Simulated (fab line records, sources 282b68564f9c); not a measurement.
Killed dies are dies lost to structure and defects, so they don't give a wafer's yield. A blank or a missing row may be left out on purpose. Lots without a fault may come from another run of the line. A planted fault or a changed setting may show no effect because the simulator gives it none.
fab line records | flow rit_cmos
record lots=6 wafers=18 last_day=7
route steps=202 shown PWELL@49 WELLDRIVE@50 NWELL@51 NRETRO@53 PRETRO@64 GATE@75 FOX2@80 M1@202
lots that met no fault: from a run of the same line without faults
start_h: hours from the record's first day to the start of the lot's first wafer shown | wait_h: hours since the lot's step before | " the same as in the row above | L1.1+2: a row that stands for several wafers | - no value, or no start given | * or withheld: withheld | < > ~ a bound
route shown NAME@n: a module of which the file shows steps, and the number in the route of the first | usual: mean/standard deviation of fault-free wafers | same: alike in all rows | chamber/n: place in a boat | sites: the reading at each site | _std_site: their standard deviation | _edge_site: outer sites' mean less inner sites' | radius_mm: how far each site lies from the wafer's centre | mask NAME#n: copy n | behind: the tool/chamber that last shaped the wafer | hold: why the lot was held/for how many hours/how that ended | device: the transistor (n, p or np) that didn't switch | end of line: the same wafers' tests at the end of the route | a step without rows: its recipe alone | killed: dies lost to structure and defects at the first sort, not the wafer's yield | map: a wafer's dies, x killed, . not, _ none there
set.NAME: the setting as run; set.NAME@STEP: as run at that earlier step | model.NAME: the simulator's own value behind a step, which no gauge read
lots at some steps of the route; a table a step, a row a wafer
services: from which hour (start_h, from the record's first day; less than 0 if before it) a tool's chamber was out of use, for how many hours, and why
## steps
# step RIT_PWELL_TW_MEAS_10
# usual PWELL_TW=948/7.8
# columns lot.wafer tool chamber start_h wait_h PWELL_TW
L931.3 film_metro-01 - 37.75 0.1 951
L931.4 " - " " 953
L931.6 " - " " 956
L932.1 film_metro-03 - 42.64 0.1 943
L932.5 " - " " 943
L932.6 " - " " 943
L938.1 film_metro-01 - 73.13 0.1 957
L938.3 " - " " 961
L938.4 " - " " 957
L942.1 film_metro-01 - 94.21 0.1 955
L942.2 " - " " 958
L942.6 " - " " 952
L945.1 film_metro-04 - 109.48 0.1 947
L945.2 " - " " 947
L945.5 " - " " 944
L950.1 film_metro-04 - 133.17 0.1 946
L950.3 " - " " 944
L950.4 " - " " 942
# step RIT_WELLDRIVE_ANNEAL_00
# recipe temp_c=1100 time_s=14700 ambient=N2
# step RIT_WELLDRIVE_RS_MEAS_01
# recipe thk_meas_gauge=four-point-probe
# usual NWELL_RS=275.6/0.79
# columns lot.wafer tool chamber start_h wait_h NWELL_RS[ohm/sq]
L931.3 film_metro-04 - 42.91 0.0 275.8
L931.4 " - " " 274.9
L931.6 " - " " 275.4
L932.1 film_metro-03 - 48.21 0.0 276.3
L932.5 " - " " 276.6
L932.6 " - " " 276.9
L938.1 film_metro-04 - 78.27 0.0 275.0
L938.3 " - " " 275.5
L938.4 " - " " 275.0
L942.1 film_metro-01 - 99.74 0.0 275.7
L942.2 " - " " 277.3
L942.6 " - " " 276.4
L945.1 film_metro-04 - 114.62 0.0 275.3
L945.2 " - " " 275.0
L945.5 " - " " 275.1
L950.1 film_metro-01 - 138.31 0.0 275.1
L950.3 " - " " 276.5
L950.4 " - " " 276.1
# step RIT_WELLDRIVE_RS_MEAS_02
# recipe thk_meas_gauge=four-point-probe
# usual PWELL_RS=430.8/1.1
# columns lot.wafer tool chamber start_h wait_h PWELL_RS[ohm/sq]
L931.3 film_metro-04 - 43.03 0.1 431.6
L931.4 " - " " 431.5
L931.6 " - " " 430.0
L932.1 film_metro-03 - 48.33 0.1 431.1
L932.5 " - " " 430.9
L932.6 " - " " 431.8
L938.1 film_metro-04 - 78.39 0.1 430.2
L938.3 " - " " 429.5
L938.4 " - " " 430.0
L942.1 film_metro-01 - 99.86 0.1 431.9
L942.2 " - " " 432.4
L942.6 " - " " 431.3
L945.1 film_metro-04 - 114.74 0.1 430.6
L945.2 " - " " 431.4
L945.5 " - " " 430.6
L950.1 film_metro-01 - 138.43 0.1 432.1
L950.3 " - " " 429.9
L950.4 " - " " 431.5
# step RIT_NRETRO_HMDS_00
# recipe prime_time_s=60 prime_temp_c=140
# step RIT_NRETRO_COAT_01
# recipe resist=NOVOLAK spin_rpm=2000 resist_thk_nm=1288
# step RIT_NRETRO_SOFTBAKE_02
# recipe resist=NOVOLAK temp_c=90 time_s=60
# step RIT_NRETRO_EXPOSE_03
# recipe mask_id=M4 na=0.57 target_cd_nm=43900 dose_mj=250
# step RIT_NRETRO_PEB_04
# recipe resist=NOVOLAK temp_c=withheld time_s=withheld
# step RIT_NRETRO_DEVELOP_05
# recipe resist=NOVOLAK develop_time_s=68 dev_temp_c=23
# step RIT_NRETRO_OVL_MEAS_06
# usual NRETRO_OVL=-0.3/1.3
# columns lot.wafer tool chamber start_h wait_h NRETRO_OVL[nm]
L931.3 overlay-01 - 44.13 - -0.9
L931.4 " - " " -0.3
L931.6 " - " " -1.2
L932.1 overlay-01 - 49.33 - -0.2
L932.5 " - " " -1.2
L932.6 " - " " -1.5
L938.1 overlay-02 - 79.39 - 2.3
L938.3 " - " " -1.5
L938.4 " - " " -0.1
L942.1 overlay-01 - 100.86 - -1.4
L942.2 " - " " -2.4
L942.6 " - " " -1.3
L945.1 overlay-01 - 115.74 - 1.6
L945.2 " - " " 0.3
L945.5 " - " " 1.8
L950.1 overlay-02 - 139.56 - 0.3
L950.3 " - " " 1.5
L950.4 " - " " -1.7
# step RIT_NRETRO_HARDBAKE_07
# recipe resist=NOVOLAK temp_c=140 time_s=120
# step RIT_NRETRO_IMPLANT_08
# recipe species=P energy_kev=70 dose_cm2=1e+13 tilt_deg=7
# columns lot.wafer tool chamber start_h wait_h
L931.3+4+6 implanter-04 0 44.46 0.2
L932.1+5+6 implanter-01 0 49.61 0.2
L938.1+3+4 implanter-03 0 79.68 0.2
L942.1+2+6 implanter-04 0 101.15 0.2
L945.1+2+5 implanter-04 0 116.02 0.2
L950.1+3+4 implanter-01 0 139.84 0.2
# step RIT_NRETRO_STRIP_09
# recipe chemistry=O2 time_s=180 resist=NOVOLAK platen_temp_c=withheld power_w=500 pressure_mtorr=4000 o2_flow_sccm=4000
# usual drypump_motor_current_A=5.4/0.49 o2_flow_sccm=4000/12
# columns lot.wafer tool chamber start_h wait_h drypump_motor_current_A o2_flow_sccm rf_hours_counter_h
L931.3 plasma_asher-04 0 44.61 0.1 6.0 4008 -
L931.4 " 1 " " 5.4 3979 -
L931.6 " 1 " " 5.4 3991 -
L932.1 plasma_asher-03 0 49.76 0.1 5.0 4002 38
L932.5 " 0 " " 5.0 3985 -
L932.6 " 1 " " 6.1 4015 -
L938.1 plasma_asher-01 0 79.83 0.1 4.9 3994 45
L938.3 " 1 " " 5.8 3979 -
L938.4 " 0 " " 4.9 4001 -
L942.1 plasma_asher-01 0 101.30 0.1 4.8 3999 47
L942.2 " 1 " " 5.8 4009 47
L942.6 " 0 " " 4.8 3996 -
L945.1 plasma_asher-01 0 116.17 0.1 4.8 4009 49
L945.2 " 1 " " 5.7 3994 49
L945.5 " 0 " " 4.8 4002 -
L950.1 plasma_asher-04 1 139.99 0.1 5.4 3993 37
L950.3 " 1 " " 5.4 4001 -
L950.4 " 0 " " 6.0 4001 -
# step RIT_NRETRO_TW_MEAS_10
# usual NRETRO_TW=1052/6.7
# columns lot.wafer tool chamber start_h wait_h NRETRO_TW
L931.3 film_metro-02 - 44.75 0.1 1040
L931.4 " - " " 1045
L931.6 " - " " 1042
L932.1 film_metro-01 - 49.94 0.1 1066
L932.5 " - " " 1062
L932.6 " - " " 1060
L938.1 film_metro-03 - 80.01 0.1 1050
L938.3 " - " " 1051
L938.4 " - " " 1050
L942.1 film_metro-03 - 101.48 0.1 1038
L942.2 " - " " 1038
L942.6 " - " " 1038
L945.1 film_metro-01 - 116.35 0.1 1050
L945.2 " - " " 1049
L945.5 " - " " 1045
L950.1 film_metro-02 - 140.17 0.1 1044
L950.3 " - " " 1048
L950.4 " - " " 1051
# step RIT_PRETRO_HMDS_00
# recipe prime_time_s=60 prime_temp_c=140
# step RIT_PRETRO_COAT_01
# recipe resist=NOVOLAK spin_rpm=2000 resist_thk_nm=1300
# step RIT_PRETRO_SOFTBAKE_02
# recipe resist=NOVOLAK temp_c=90 time_s=60
# step RIT_PRETRO_EXPOSE_03
# recipe mask_id=M5 na=0.57 target_cd_nm=43700 dose_mj=250
# step RIT_PRETRO_PEB_04
# recipe resist=NOVOLAK temp_c=withheld time_s=withheld
# step RIT_PRETRO_DEVELOP_05
# recipe resist=NOVOLAK develop_time_s=68 dev_temp_c=23
# step RIT_PRETRO_OVL_MEAS_06
# usual PRETRO_OVL=0.5/1.4
# columns lot.wafer tool chamber start_h wait_h PRETRO_OVL[nm]
L931.3 overlay-01 - 45.68 - 2.2
L931.4 " - " " 3.8
L931.6 " - " " 2.4
L932.1 overlay-02 - 50.95 - 2.0
L932.5 " - " " -1.5
L932.6 " - " " -1.4
L938.1 overlay-02 - 80.95 - -0.8
L938.3 " - " " 1.7
L938.4 " - " " 1.1
L942.1 overlay-01 - 102.42 - 1.2
L942.2 " - " " -0.2
L942.6 " - " " 1.7
L945.1 overlay-02 - 117.45 - 2.6
L945.2 " - " " 1.5
L945.5 " - " " 0.2
L950.1 overlay-02 - 141.23 - 0.0
L950.3 " - " " -0.8
L950.4 " - " " 1.0
# step RIT_PRETRO_HARDBAKE_07
# recipe resist=NOVOLAK temp_c=140 time_s=120
# step RIT_PRETRO_IMPLANT_08
# recipe species=B energy_kev=45 dose_cm2=1.21e+13 tilt_deg=7
# step RIT_PRETRO_STRIP_09
# recipe chemistry=O2 time_s=180 resist=NOVOLAK platen_temp_c=withheld power_w=500 pressure_mtorr=4000 o2_flow_sccm=4000
# usual drypump_motor_current_A=5.6/0.46 o2_flow_sccm=3999/13
# columns lot.wafer tool chamber start_h wait_h drypump_motor_current_A o2_flow_sccm rf_hours_counter_h
L931.3 plasma_asher-04 1 46.16 0.1 5.4 4000 -
L931.4 " 0 " " 6.0 4000 -
L931.6 " 1 " " 5.4 3978 -
L932.1 plasma_asher-01 1 51.39 0.1 5.8 4015 41
L932.5 " 0 " " 4.8 3997 -
L932.6 " 1 " " 5.8 4018 -
L938.1 plasma_asher-04 1 81.38 0.1 5.4 4019 30
L938.3 " 0 " " 6.0 4019 -
L938.4 " 1 " " 5.4 4004 -
L942.1 plasma_asher-02 1 102.85 0.1 6.2 4003 47
L942.2 " 0 " " 5.2 4004 47
L942.6 " 1 " " 6.2 3987 -
L945.1 plasma_asher-01 0 118.02 0.1 4.8 3991 49
L945.2 " 1 " " 5.8 4010 49
L945.5 " 0 " " 4.8 3991 -
L950.1 plasma_asher-02 1 141.67 0.1 6.2 4004 2
L950.3 " 0 " " 5.2 3996 -
L950.4 " 1 " " 6.2 3993 -
# step RIT_PRETRO_TW_MEAS_10
# usual PRETRO_TW=475/4.2
# columns lot.wafer tool chamber start_h wait_h PRETRO_TW
L931.3 film_metro-02 - 46.30 0.1 474
L931.4 " - " " 474
L931.6 " - " " 472
L932.1 film_metro-01 - 51.56 0.1 479
L932.5 " - " " 481
L932.6 " - " " 482
L938.1 film_metro-04 - 81.56 0.1 470
L938.3 " - " " 468
L938.4 " - " " 468
L942.1 film_metro-01 - 103.03 0.1 480
L942.2 " - " " 480
L942.6 " - " " 479
L945.1 film_metro-02 - 118.20 0.1 469
L945.2 " - " " 469
L945.5 " - " " 470
L950.1 film_metro-02 - 141.84 0.1 472
L950.3 " - " " 476
L950.4 " - " " 473
# step RIT_GATE_WET_ETCH_00
# recipe chemistry=BOE target=SiO2 target_depth_nm=56 time_s=60 dry=n2_spin dilution=10:1 temp_c=21.5
# step RIT_GATE_CLEAN_01
# recipe chemistry=SC1 mix=3:3:50 time_s=600 temp_c=75
# step RIT_GATE_CLEAN_02
# recipe chemistry=dHF dilution=50:1 time_s=30
# step RIT_GATE_CLEAN_03
# recipe chemistry=SC2 mix=3:3:50 time_s=600 temp_c=75 dry=n2_spin
# step RIT_GATE_CLEAN_04
# recipe chemistry=dHF dilution=50:1 time_s=60 dry=n2_spin
# step RIT_FOX2_THK_MEAS_91
# recipe reads=SiO2_of_FOX2_OXIDATION_00
# usual FIELD_OXIDE_LEFT_2_THK=257/6.7
# columns lot.wafer tool chamber start_h wait_h FIELD_OXIDE_LEFT_2_THK[nm]
L931.3 film_metro-04 - 46.78 0.0 263
L931.4 " - " " 264
L931.6 " - " " 265
L932.1 film_metro-04 - 52.06 0.0 255
L932.5 " - " " 256
L932.6 " - " " 260
L938.1 film_metro-03 - 82.05 0.0 263
L938.3 " - " " 261
L938.4 " - " " 262
L942.1 film_metro-03 - 103.50 0.0 255
L942.2 " - " " 258
L942.6 " - " " 263
L945.1 film_metro-04 - 118.78 0.0 262
L945.2 " - " " 261
L945.5 " - " " 261
L950.1 film_metro-02 - 142.36 0.0 244
L950.3 " - " " 242
L950.4 " - " " 245
# step RIT_GATE_OXIDATION_05
# recipe temp_c=900 ambient=O2 target_thk_a=30 ox_time_s=270
# step RIT_GATE_ANNEAL_06
# recipe temp_c=900 time_s=600 ambient=N2O
# step RIT_GATE_THK_MEAS_07
# recipe reads=SiO2_of_GATE_OXIDATION_05
# usual GATE_OXIDE_THK=3.02/0.069
# columns lot.wafer tool chamber start_h wait_h GATE_OXIDE_THK[nm]
L931.3 film_metro-02 - 48.25 0.0 3.16
L931.4 " - " " 3.13
L931.6 " - " " 3.10
L932.1 film_metro-03 - 53.44 0.0 3.01
L932.5 " - " " 3.05
L932.6 " - " " 2.98
L938.1 film_metro-03 - 84.33 0.0 3.01
L938.3 " - " " 2.97
L938.4 " - " " 2.97
L942.1 film_metro-03 - 104.89 0.0 3.04
L942.2 " - " " 3.16
L942.6 " - " " 3.05
L945.1 film_metro-04 - 120.16 0.0 2.95
L945.2 " - " " 2.97
L945.5 " - " " 2.89
L950.1 film_metro-04 - 143.74 0.0 2.97
L950.3 " - " " 2.93
L950.4 " - " " 2.94
# step RIT_GATE_CVD_08
# recipe material=poly-Si target_thk_nm=250 temp_c=610 precursor=SiH4 time_s=2220 pressure_mtorr=300 sih4_flow_sccm=100
# step RIT_GATE_THK_MEAS_09
# recipe reads=poly-Si_of_GATE_CVD_08
# usual GATE_POLY_THK=248.8/2.8
# columns lot.wafer tool chamber start_h wait_h GATE_POLY_THK[nm]
L931.3 film_metro-04 - 50.17 0.0 245.4
L931.4 " - " " 245.6
L931.6 " - " " 246.2
L932.1 film_metro-02 - 55.15 0.0 246.4
L932.5 " - " " 245.6
L932.6 " - " " 245.5
L938.1 film_metro-04 - 86.01 0.0 248.3
L938.3 " - " " 250.6
L938.4 " - " " 251.6
L942.1 film_metro-03 - 106.56 0.0 252.3
L942.2 " - " " 249.8
L942.6 " - " " 251.7
L945.1 film_metro-02 - 121.84 0.0 252.6
L945.2 " - " " 250.1
L945.5 " - " " 251.1
L950.1 film_metro-04 - 145.42 0.0 253.9
L950.3 " - " " 251.3
L950.4 " - " " 252.1
# step RIT_GATE_HMDS_10
# recipe prime_time_s=60 prime_temp_c=140
# step RIT_GATE_COAT_11
# recipe resist=NOVOLAK spin_rpm=4250 resist_thk_nm=850
# step RIT_GATE_SOFTBAKE_12
# recipe resist=NOVOLAK temp_c=90 time_s=60
# step RIT_GATE_EXPOSE_13
# recipe mask_id=M6 na=0.6 source_shape=conventional sigma_outer=0.6 target_cd_nm=150 dose_mj=380
# step RIT_GATE_PEB_14
# recipe resist=NOVOLAK temp_c=withheld time_s=withheld
# step RIT_M1_PROBE_99
# usual killed_at_contacts=0.1/0.36 killed_at_front_end=7.2/2.9 killed_dies=7.4/2.9 killed_on_rim=2.0/1.5 killed_open=3.8/2 killed_short=3.5/2
# same gross_dies=264 killed_at_M0_to_M3=0 killed_at_M4_up=0 killed_at_back_side=0 killed_at_other=0
# columns lot.wafer tool chamber start_h wait_h killed_at_contacts killed_at_front_end killed_dies killed_on_rim killed_open killed_short model.etest.pmos_0p15.drive_ua_um_range model.etest.pmos_0p15.vt_v_range
L931.3 prober-01 - 72.00 0.2 0 4 4 1 4 0 4.533 0.005585
L931.4 prober-01 - 72.05 0.2 0 6 6 3 3 3 3.654 0.004323
L931.6 prober-01 - 72.15 0.2 0 8 8 4 5 3 3.034 0.00705
L932.1 prober-02 - 76.39 0.1 0 8 8 1 1 7 4.258 0.002703
L932.5 prober-02 - 76.59 0.2 0 4 4 1 1 3 3.95 0.005724
L932.6 prober-02 - 76.64 0.2 0 6 6 1 4 2 4.257 0.006781
L938.1 prober-02 - 107.50 0.1 0 8 8 2 5 3 6.065 0.01258
L938.3 prober-02 - 107.60 0.2 0 3 3 0 2 1 5.835 0.01053
L938.4 prober-02 - 107.65 0.2 0 5 5 1 4 1 7.812 0.009095
L942.1 prober-01 - 128.75 0.1 0 8 8 2 2 6 21.49 0.04348
L942.2 prober-01 - 128.80 0.1 0 12 12 5 7 4 18.05 0.04418
L942.6 prober-01 - 129.00 0.2 0 5 5 0 2 3 20.63 0.04412
L945.1 prober-02 - 143.11 0.1 0 9 9 2 5 4 22.42 0.04929
L945.2 prober-02 - 143.16 0.1 0 6 6 1 2 4 18.69 0.04729
L945.5 prober-02 - 143.31 0.2 0 8 8 3 3 5 21.45 0.04501
L950.1 prober-01 - 166.26 0.1 1 5 6 2 4 2 5.126 0.0103
L950.3 prober-01 - 166.36 0.2 0 7 7 1 1 6 6.564 0.009063
L950.4 prober-01 - 166.41 0.2 0 7 7 2 4 3 6.244 0.01109
# killed by level:class
L931.3 REOX:geometric_particle:open=2 SPACER:geometric_particle:open=2
L931.4 FOX1:geometric_particle:short=1 FOX1:geometric_particle:open=1 REOX:geometric_particle:short=1 REOX:geometric_particle:open=1 SPACER:geometric_particle:short=1 SILICIDE:geometric_particle:open=1
L931.6 FOX1:geometric_particle:short=1 FOX1:geometric_particle:open=1 FOX2:geometric_particle:open=1 FOX2:geometric_particle:short=1 GATE:geometric_particle:open=1 SPACER:geometric_particle:open=1 SPACER:geometric_particle:short=1 SILICIDE:geometric_particle:open=1
L932.1 GATE:geometric_particle:short=5 FOX1:geometric_particle:short=1 FOX2:geometric_particle:short=1 SILICIDE:geometric_particle:open=1
L932.5 GATE:geometric_particle:open=1 GATE:geometric_particle:short=1 REOX:geometric_particle:short=1 SILICIDE:geometric_particle:short=1
L932.6 SPACER:geometric_particle:open=3 FOX2:geometric_particle:open=1 GATE:geometric_particle:short=1 SPACER:geometric_particle:short=1
L938.1 GATE:geometric_particle:open=3 FOX1:geometric_particle:open=2 GATE:geometric_particle:short=2 FOX2:geometric_particle:short=1
L938.3 FOX1:geometric_particle:open=1 FOX1:geometric_particle:short=1 REOX:geometric_particle:open=1
L938.4 FOX1:geometric_particle:open=2 REOX:geometric_particle:short=1 REOX:geometric_particle:open=1 SILICIDE:geometric_particle:open=1
L942.1 REOX:geometric_particle:short=3 REOX:geometric_particle:open=2 GATE:geometric_particle:short=1 SPACER:geometric_particle:short=1 SILICIDE:geometric_particle:short=1
L942.2 SPACER:geometric_particle:open=3 GATE:geometric_particle:open=2 REOX:geometric_particle:open=2 REOX:geometric_particle:short=2 SPACER:geometric_particle:short=1 SILICIDE:geometric_particle:short=1 NRETRO:coat_microbubble_printed=1
L942.6 REOX:geometric_particle:short=2 GATE:geometric_particle:open=1 REOX:geometric_particle:open=1 SPACER:geometric_particle:short=1
L945.1 GATE:geometric_particle:open=3 GATE:geometric_particle:short=2 REOX:geometric_particle:short=2 REOX:geometric_particle:open=1 SILICIDE:geometric_particle:open=1
L945.2 SILICIDE:geometric_particle:short=2 FOX1:geometric_particle:open=1 FOX2:geometric_particle:short=1 REOX:geometric_particle:short=1 REOX:geometric_particle:open=1
L945.5 GATE:geometric_particle:short=2 SPACER:geometric_particle:open=2 SPACER:geometric_particle:short=2 FOX2:geometric_particle:short=1 GATE:geometric_particle:open=1
L950.1 GATE:geometric_particle:open=2 FOX1:geometric_particle:short=1 GATE:geometric_particle:short=1 SILICIDE:geometric_particle:open=1 CONTACT:geometric_particle:open=1
L950.3 GATE:geometric_particle:short=3 FOX1:geometric_particle:short=1 FOX2:geometric_particle:short=1 FOX2:geometric_particle:open=1 SILICIDE:geometric_particle:short=1
L950.4 GATE:geometric_particle:open=2 FOX1:geometric_particle:short=1 FOX2:geometric_particle:open=1 GATE:geometric_particle:short=1 SILICIDE:geometric_particle:open=1 SILICIDE:geometric_particle:short=1
## services
# columns tool chamber start_h hours kind
plasma_asher-03 - 32.97 16.7 repair
plasma_asher-04 - 46.32 3.4 repair
plasma_asher-03 - 62.75 3.1 repair
plasma_asher-03 - 66.82 15.6 pm
implanter-04 - 84.54 5.5 pm
implanter-03 - 98.97 2.2 repair
plasma_asher-02 - 107.56 3.9 repair
plasma_asher-04 - 108.75 1.5 repair
plasma_asher-02 - 111.42 9.0 pm
plasma_asher-02 0 111.42 9.0 vent_cycle
plasma_asher-02 1 111.42 9.0 vent_cycle
plasma_asher-02 0 120.42 - clean
plasma_asher-02 1 120.42 - clean
## key
first_sign none at tools or gauges
model_effect step=RIT_M1_PROBE_99 value=etest.pmos_0p15.drive_ua_um_range without=3.925 struck=20.46
met_at RIT_NRETRO_IMPLANT_08
struck_wafers L942.1,L942.2,L942.6,L945.1,L945.2,L945.5
tester_left_out L942,L945
onset_between 44.46 101.15
also_fits RIT_NRETRO_STRIP_09:plasma_asher-01
fault kind=process_parameter_drift tool=implanter-04 chamber=- onset_h=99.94 steps=RIT_NRETRO_IMPLANT_08 channel=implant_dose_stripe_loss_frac offset=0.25 shape=step end_h=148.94
# tester_left_out: of these lots the tester's yield and bins aren't shown, on N5 and GAA mostly nor the transistor test; their killed dies are dies lost to structure and defects alone, not to doping, threshold or leakage, so they don't give the yield
